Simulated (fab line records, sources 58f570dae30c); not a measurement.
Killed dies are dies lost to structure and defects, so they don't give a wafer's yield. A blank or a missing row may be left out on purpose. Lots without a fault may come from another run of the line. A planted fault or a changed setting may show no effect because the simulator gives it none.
One fault seen from 2 desks | flow berkeley_cmos170 | each desk has only its own numbers; what lay behind them comes last

THE TOOL OWNER'S DESK: rie_metal-01
The tool's own readings at UCB170_M1_METAL_ETCH_12 (etches Al in Cl2/BCl3, stops on PSG, target depth 780 nm, time 130 s): means of the sampled wafers that have a number, for each lot that ran on this tool. A lot is out of limits, marked OUT, if its mean lies more than 4 standard deviations from the usual mean; the brackets give that distance.
Columns: A = drypump_motor_current_A at UCB170_M1_METAL_ETCH_12, usual 5.6 A; B = oes_product_au at UCB170_M1_METAL_ETCH_12, usual 0.856 a.u.; C = rf_fwd_power_W at UCB170_M1_METAL_ETCH_12, usual 596.4 W; D = throttle_valve_pct at UCB170_M1_METAL_ETCH_12, usual 24.58 %
lot  | first seen here | A   | B     | C               | D
L119 | day 7 21:16     | 5.0 | 0.855 | 597.6           | 24.61
L129 | day 9 12:04     | 5.0 | 0.839 | 598.1           | 24.62
L133 | day 10 12:44    | 5.0 | 0.855 | 524.3 (-40) OUT | 24.66
L135 | day 10 14:39    | 5.0 | 0.848 | 526.2 (-39) OUT | 24.67
This desk's finding: out of limits on L133, L135; first on L133, day 10 12:44 (rf_fwd_power_W at UCB170_M1_METAL_ETCH_12). In limits: L119, L129.

THE METROLOGY DESK
What the gauges read, lot by lot, whatever tool the lot ran on: means of the sampled wafers that have a number. A lot is out of limits, marked OUT, if its mean lies more than 4 standard deviations from the usual mean; the brackets give that distance.
Columns: A = M1_AL_RS at UCB170_M1_RS_MEAS_01, usual 0.0485 ohm/sq; B = M1_AL_THK at UCB170_M1_THK_MEAS_02, usual 603 nm; C = cd_nm at UCB170_M1_CD_MEAS_09, usual 700.4 nm; D = M1_OVL at UCB170_M1_OVL_MEAS_10, usual 1 nm
lot  | first seen here | A      | B   | C     | D
L119 | day 7 18:44     | 0.0478 | 618 | 700.8 | -0
L129 | day 9 09:15     | 0.0491 | 600 | 699.7 | 6
L133 | day 10 11:05    | 0.0478 | 611 | 702.9 | 6
L135 | day 10 12:49    | 0.0487 | 604 | 699.8 | -1
L140 | day 11 06:33    | 0.0481 | 608 | 699.3 | -2
L141 | day 11 15:38    | 0.0482 | 605 | 700.7 | 6
This desk's finding: nothing out of limits on any of the 6 lots.

PUT TOGETHER
The tool owner's desk could have raised an alarm at day 10 12:44, on L133, L135.
The metrology desk saw nothing out of limits.
The metrology desk has L133, L135 on record, within its limits.
Of the lots named, all ran UCB170_M1_METAL_ETCH_12 on rie_metal-01.

WHAT THE SIMULATOR HAD PUT IN
Process parameter drift: rie_metal-01, from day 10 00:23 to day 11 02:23, at UCB170_M1_METAL_ETCH_12. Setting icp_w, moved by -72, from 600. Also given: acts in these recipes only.
Lots struck among those shown: L133, L135.
Hours from the fault's start to each desk's first reading out of limits: the tool owner's desk, 12.
